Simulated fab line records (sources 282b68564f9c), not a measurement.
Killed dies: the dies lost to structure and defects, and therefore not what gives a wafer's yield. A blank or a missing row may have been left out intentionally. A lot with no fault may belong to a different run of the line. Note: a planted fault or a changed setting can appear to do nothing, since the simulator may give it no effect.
Lot-split experiment    flow rit-cmos    on a route of 202 steps: 5 lots, 23 wafers read

== THE SPLIT ==
At RIT_GATE_EXPOSE_13 (exposes mask M6, target cd 150 nm), the setting dose-mj was moved away from the recipe's 380 on 5 of the 23 wafers read, by +4.6% to +5.0%. The other wafers ran this setting at the recipe's value.

== FROM THE SPLIT TO THE READING: what the file shows between them, 2 steps ==
- RIT_GATE_PEB_14
- RIT_GATE_DEVELOP_15: develop time 50 s

== THE READING ==
cd-nm (nm) at RIT_GATE_CD_MEAS_16, where the cd target is 150 nm. Typical for fault-free wafers on this fab line: 150.6 nm, with standard deviation 1.4 nm.

wafer   tool, chamber at the split  dose-mj as run  against the recipe  cd-nm, nm  against lot-mates on the recipe
L074.1  iline-stepper-01, 0         380             recipe              151.0      -
L074.2  iline-stepper-01, 0         380             recipe              152.7      -
L074.3  iline-stepper-01, 0         380             recipe              150.5      -
L074.5  iline-stepper-01, 0         380             recipe              151.4      -
L074.6  iline-stepper-01, 0         380             recipe              151.7      -
L077.1  iline-stepper-02, 0         380             recipe              151.4      -
L077.2  iline-stepper-02, 0         380             recipe              151.9      -
L077.5  iline-stepper-02, 0         380             recipe              151.2      -
L079.1  iline-stepper-01, 0         380             recipe              148.2      -
L079.3  iline-stepper-01, 0         398.9           +5.0%               124.7      -24.7
L079.4  iline-stepper-01, 0         380             recipe              149.8      -
L079.5  iline-stepper-01, 0         398.9           +5.0%               127.5      -21.9
L079.6  iline-stepper-01, 0         380             recipe              150.1      -
L084.1  iline-stepper-02, 0         397.6           +4.6%               127.1      -23.3
L084.2  iline-stepper-02, 0         397.6           +4.6%               129.0      -21.4
L084.3  iline-stepper-02, 0         380             recipe              148.9      -
L084.4  iline-stepper-02, 0         380             recipe              152.0      -
L084.6  iline-stepper-02, 0         397.6           +4.6%               130.2      -20.2
L085.1  iline-stepper-01, 0         380             recipe              151.6      -
L085.2  iline-stepper-01, 0         380             recipe              149.4      -
L085.3  iline-stepper-01, 0         380             recipe              150.2      -
L085.5  iline-stepper-01, 0         380             recipe              149.9      -
L085.6  iline-stepper-01, 0         380             recipe              152.2      -

FIT RESULTS
A straight line over all 23 wafers: cd-nm changes by -4.85 nm for each +1% of dose-mj; r = -0.99; the points scatter about the line by 1.3 nm.
The same after taking each lot's own level away (the mean of its wafers on the recipe; 23 wafers): -4.68 nm for each +1%; r = -0.99; scatter 1.1 nm.
The reading moves by 23 nm for the largest change in dose-mj, on that fit.
The lots' own levels span 149.37 to 151.50 nm, that is 1.5 times the standard deviation above.
Hence the lot-to-lot level has little effect on the slope; both slopes agree.
Check: -22.9 nm against its lot-mates is what the line predicts for one of the wafers moved furthest among these (+5.0%) when that wafer is left out of the fit. Against them it came out at -24.7 nm.

== THE OTHER SPLITS THESE WAFERS WENT THROUGH ==
Other splits were also applied to these wafers ahead of the reading. Each is held against what the fit with the lots' levels taken away leaves over:
other split on the same wafers        wafers away from the commonest value  r with cd-nm (lot level and that fit taken away)
RIT_ACTIVE_CVD_03 sih2cl2-flow-sccm   18                                    +0.00
RIT_ACTIVE_DEVELOP_10 develop-time-s  9                                     +0.17
RIT_FOX2_OXIDATION_00 temp-c          18                                    +0.00
RIT_NWELL_IMPLANT_08 dose-cm2         7                                     -0.32
RIT_PWELL_STRIP_09 o2-flow-sccm       7                                     +0.21
RIT_PRETRO_COAT_01 spin-rpm           8                                     +0.07
RIT_GATE_CLEAN_01 time-s              15                                    +0.00
RIT_GATE_OXIDATION_05 ox-time-s       18                                    +0.00

== THE WHOLE CHAIN: every reading that the file lists as answering this split, in the file's order ==
step                 what it does      reading                                                                         change (the file's fit)               r (the file's)
RIT_GATE_CD_MEAS_16  target cd 150 nm  cd-nm                                                                           -4.68 nm for each +1% of the setting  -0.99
RIT_M1_PROBE_99                        etest.pmos_0p15.r-on-ohm-um (the simulator's own value, which no gauge read)    -112 for each +1% of the setting      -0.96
RIT_M1_PROBE_99                        etest.pmos-turned.r-on-ohm-um (the simulator's own value, which no gauge read)  -114 for each +1% of the setting      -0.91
RIT_M1_PROBE_99                        etest.nmos_0p15.r-on-ohm-um (the simulator's own value, which no gauge read)    -34 for each +1% of the setting       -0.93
RIT_M1_PROBE_99                        etest.nmos_0p15.drive-ua-um (the simulator's own value, which no gauge read)    +24.8 for each +1% of the setting     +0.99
RIT_M1_PROBE_99                        etest.pmos_0p15.drive-ua-um (the simulator's own value, which no gauge read)    +16.5 for each +1% of the setting     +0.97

== THE FILE'S OWN FIT ==
cd-nm changes by -4.68 nm for each +1% of dose-mj, r = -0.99.
